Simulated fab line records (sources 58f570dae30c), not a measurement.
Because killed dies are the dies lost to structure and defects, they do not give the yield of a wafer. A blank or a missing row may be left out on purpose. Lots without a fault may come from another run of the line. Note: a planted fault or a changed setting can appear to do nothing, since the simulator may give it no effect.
The same fault as seen by 2 desks    flow berkeley-cmos170    each desk holds nothing but its own numbers, with what lay behind them at the end

FROM THE METROLOGY DESK
What the gauges read for every lot (on any tool): the sampled wafers with a number, averaged. If a lot's mean is further than 4 standard deviations from the usual mean, the lot is out of limits and carries the mark OUT (the distance appears in the brackets).
Columns: A = cd-nm at UCB170_ACTIVE_CD_MEAS_13, usual 1200.6 nm; B = SACOX_OXIDE_THK at UCB170_SACOX_THK_MEAS_02, usual 14.50 nm; C = PVT_TW at UCB170_PVT_TW_MEAS_09, usual 508
lot   first seen here  A       B      C
L764  day 4 20:07      1198.6  14.31  508
L768  day 5 09:23      1202.1  14.49  507
L767  day 5 09:31      1204.2  14.41  511
L771  day 5 19:58      1200.8  14.81  506
L769  day 5 20:02      1202.1  14.46  509
L770  day 5 20:11      1201.7  14.55  507
L772  day 6 13:18      1198.7  14.74  508
L776  day 7 01:16      1199.3  14.52  514
L773  day 7 01:21      1202.5  14.80  509
L779  day 8 05:11      1200.2  14.71  507
L778  day 8 05:18      1201.1  14.33  504
L781  day 8 19:52      1201.4  14.48  512
L784  day 9 05:06      1200.9  14.33  506
L787  day 9 05:21      1199.7  14.58  512
L785  day 9 05:39      1200.1  14.60  508
Result from this desk: across the 15 lots, nothing is out of limits.

DESK OF THE TOOL OWNER: litho-track-03
The tool's own readings at UCB170_NVT_DEVELOP_05 (develop time 45 s): means of the sampled wafers that have a number, for each lot that ran on this tool. If a lot's mean is further than 4 standard deviations from the usual mean, the lot is out of limits and carries the mark OUT (the distance appears in the brackets).
Columns: A = developer-temp-C at UCB170_NVT_DEVELOP_05, usual 20.98 C
lot   first seen here  A
L769  day 7 10:00      21.04
L770  day 7 10:00      20.89
L773  day 8 20:00      20.09 (-8.9) OUT
L776  day 8 20:00      20.11 (-8.7) OUT
L778  day 9 15:00      20.09 (-8.9) OUT
This desk finds L773, L776, L778 out of limits, L773 being first, at day 8 20:00 (developer-temp-C at UCB170_NVT_DEVELOP_05). L769, L770: within limits.

ALL TOGETHER
The tool owner's desk could have raised an alarm at day 8 20:00, on L773, L776, L778.
From the metrology desk's view, nothing was out of limits.
The metrology desk has L773, L776, L778 on record, within its limits.
Every lot named ran UCB170_NVT_DEVELOP_05 on litho-track-03.

WHAT THE SIMULATOR HAD PUT IN
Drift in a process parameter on litho-track-03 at UCB170_NVT_DEVELOP_05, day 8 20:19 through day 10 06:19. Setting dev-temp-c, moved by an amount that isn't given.
Struck lots among those shown: L773, L776, L778.
